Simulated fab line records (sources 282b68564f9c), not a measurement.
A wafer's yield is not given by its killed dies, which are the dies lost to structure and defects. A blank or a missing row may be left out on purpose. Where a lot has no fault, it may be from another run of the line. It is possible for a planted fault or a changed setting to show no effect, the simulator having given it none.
Which of the tools did it? | flow rit_cmos | Sampling: 14 lots, 42 wafers, 4 of 202 route steps

## WHAT EACH GAUGE READ, for each wafer
RIT_M1_BOW_MEAS_16.
lot  | measured    | on            | M1_BOW (um)
L196 | day 3 08:11 | film_metro-02 | 4 8 16
L197 | day 3 13:26 | film_metro-02 | 26 32 19
L199 | day 4 01:33 | film_metro-02 | 18 5 15
L200 | day 4 04:22 | film_metro-01 | 25 20 31
L201 | day 4 09:11 | film_metro-04 | 21 20 10
L202 | day 4 16:33 | film_metro-02 | 22 25 14
L204 | day 5 04:04 | film_metro-02 | 27 12 23
L205 | day 5 10:50 | film_metro-02 | 31 14 28
L207 | day 5 18:21 | film_metro-04 | 23 19 24
L209 | day 6 08:34 | film_metro-02 | 8 38 14
L210 | day 6 15:23 | film_metro-04 | 10 16 23
L215 | day 7 19:33 | film_metro-04 | 14 36 32
L217 | day 8 01:52 | film_metro-04 | 27 7 18
L218 | day 8 05:49 | film_metro-01 | 8 16 19

## TOOL THAT RAN EACH LOT (tool first, then ch and the chambers of the sampled wafers, then the start)
lot  | RIT_PRETRO_DEVELOP_05            | RIT_PRETRO_STRIP_09                 | RIT_M1_STRIP_14
L196 | litho_track-02 ch 0, day 2 06:00 | plasma_asher-02 ch 0,1, day 2 07:04 | plasma_asher-03 ch 0,1, day 3 06:22
L197 | litho_track-01 ch 0, day 2 12:00 | plasma_asher-03 ch 0,1, day 2 12:42 | plasma_asher-04 ch 0,1, day 3 11:37
L199 | litho_track-01 ch 0, day 2 22:00 | plasma_asher-04 ch 0,1, day 2 22:55 | plasma_asher-01 ch 0,1, day 3 22:10
L200 | litho_track-02 ch 0, day 3 02:00 | plasma_asher-03 ch 0,1, day 3 03:25 | plasma_asher-03 ch 0,1, day 4 02:29
L201 | litho_track-01 ch 0, day 3 07:00 | plasma_asher-04 ch 0,1, day 3 08:04 | plasma_asher-04 ch 0,1, day 4 07:23
L202 | litho_track-02 ch 0, day 3 12:00 | plasma_asher-03 ch 0,1, day 3 13:16 | plasma_asher-04 ch 0,1, day 4 13:39
L204 | litho_track-03 ch 0, day 3 22:00 | plasma_asher-03 ch 0,1, day 3 23:31 | plasma_asher-03 ch 0,1, day 5 00:08
L205 | litho_track-02 ch 0, day 4 04:00 | plasma_asher-04 ch 0,1, day 4 05:28 | plasma_asher-01 ch 0,1, day 5 05:41
L207 | litho_track-02 ch 0, day 4 15:00 | plasma_asher-04 ch 0,1, day 4 15:56 | plasma_asher-04 ch 0,1, day 5 16:20
L209 | litho_track-01 ch 0, day 5 01:00 | plasma_asher-04 ch 0,1, day 5 01:59 | plasma_asher-01 ch 0,1, day 6 06:09
L210 | litho_track-02 ch 0, day 5 06:00 | plasma_asher-02 ch 0,1, day 5 07:08 | plasma_asher-04 ch 0,1, day 6 10:55
L215 | litho_track-01 ch 0, day 6 11:00 | plasma_asher-03 ch 0,1, day 6 12:19 | plasma_asher-01 ch 1, day 7 16:54
L217 | litho_track-03 ch 0, day 6 19:00 | plasma_asher-03 ch 0,1, day 6 20:03 | plasma_asher-01 ch 0,1, day 7 23:18
L218 | litho_track-01 ch 0, day 7 00:00 | plasma_asher-04 ch 0,1, day 7 01:31 | plasma_asher-04 ch 0,1, day 8 03:59
- RIT_PRETRO_DEVELOP_05: develop time 68 s.
- RIT_PRETRO_STRIP_09: strips in O2, time 180 s.
- RIT_M1_STRIP_14: strips in O2, time 180 s.

## AS READ BY THE TOOLS THEMSELVES (means over the sampled wafers that have a number; for cases with no such wafer, the mark the record gives instead)
RIT_PRETRO_DEVELOP_05.
lot  | tool           | developer_temp_C (C)
L196 | litho_track-02 | 23.01
L197 | litho_track-01 | 22.98
L199 | litho_track-01 | 23.00
L200 | litho_track-02 | 22.94
L201 | litho_track-01 | 22.95
L202 | litho_track-02 | 22.95
L204 | litho_track-03 | 23.01
L205 | litho_track-02 | 23.03
L207 | litho_track-02 | 23.98
L209 | litho_track-01 | 23.08
L210 | litho_track-02 | 24.05
L215 | litho_track-01 | 23.09
L217 | litho_track-03 | 23.01
L218 | litho_track-01 | 23.01

RIT_PRETRO_STRIP_09.
lot  | tool            | drypump_motor_current_A (A)
L196 | plasma_asher-02 | 5.2
L197 | plasma_asher-03 | 5.9
L199 | plasma_asher-04 | 5.0
L200 | plasma_asher-03 | 6.0
L201 | plasma_asher-04 | 5.0
L202 | plasma_asher-03 | 5.9
L204 | plasma_asher-03 | 5.9
L205 | plasma_asher-04 | 5.0
L207 | plasma_asher-04 | 5.0
L209 | plasma_asher-04 | 5.1
L210 | plasma_asher-02 | 5.4
L215 | plasma_asher-03 | 6.0
L217 | plasma_asher-03 | 6.0
L218 | plasma_asher-04 | 5.0

RIT_M1_STRIP_14.
lot  | tool            | drypump_motor_current_A (A)
L196 | plasma_asher-03 | 6.0
L197 | plasma_asher-04 | 4.9
L199 | plasma_asher-01 | 5.5
L200 | plasma_asher-03 | 6.1
L201 | plasma_asher-04 | 5.0
L202 | plasma_asher-04 | 5.0
L204 | plasma_asher-03 | 6.0
L205 | plasma_asher-01 | 5.5
L207 | plasma_asher-04 | 5.0
L209 | plasma_asher-01 | 5.5
L210 | plasma_asher-04 | 5.0
L215 | plasma_asher-01 | 5.5
L217 | plasma_asher-01 | 5.5
L218 | plasma_asher-04 | 5.0

## THE ANSWER, worked out from the rows above alone
Rule: what is usual is taken from the lots themselves. Put in order of their means at a reading, lots are off if they are a third of the lots or fewer, leave a main group of 4 or more, and stand apart from it by a gap of 3 or more times the standard deviation of the main group's means; of several such gaps the widest counts. If all means in a main group match to the digits the tables above print for the reading, that group is not used. Also off: a lot with no number at a reading for which 4 or more lots have one. The other lots that the step has rows for count as sound. Order of review: gauges by route order, followed by the tools' own readings, for which a lot's mean as printed above is used. At the first step where some lot is off, the reading lying furthest off is the one used; lots without a number count as furthest.
Off: L207, L210 (RIT_PRETRO_DEVELOP_05, developer_temp_C). For the main group the mean is 23.00 C and the standard deviation 0.045.
A tool fits if, at that step or a process step before it, it ran every lot that is off, and no sound lot after the first of them. One fits: litho_track-02 at RIT_PRETRO_DEVELOP_05. A fault onset in the window from L205 (day 4 04:00, its last sound lot) to L207 (day 4 15:00, its first lot off) fits.
On the lots that are off, the tool's own readings at RIT_PRETRO_DEVELOP_05 differ by more than 5 times the standard deviation of the sound lots' means, which bears it out; developer_temp_C reads 24.02 C there versus 23.00 C on the sound lots.

## WHAT THE SIMULATOR HAD PUT IN
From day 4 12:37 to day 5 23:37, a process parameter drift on litho_track-02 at RIT_PRETRO_DEVELOP_05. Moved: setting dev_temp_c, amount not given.
Struck lots among those shown: L207, L210. This agrees with what the rule above found.
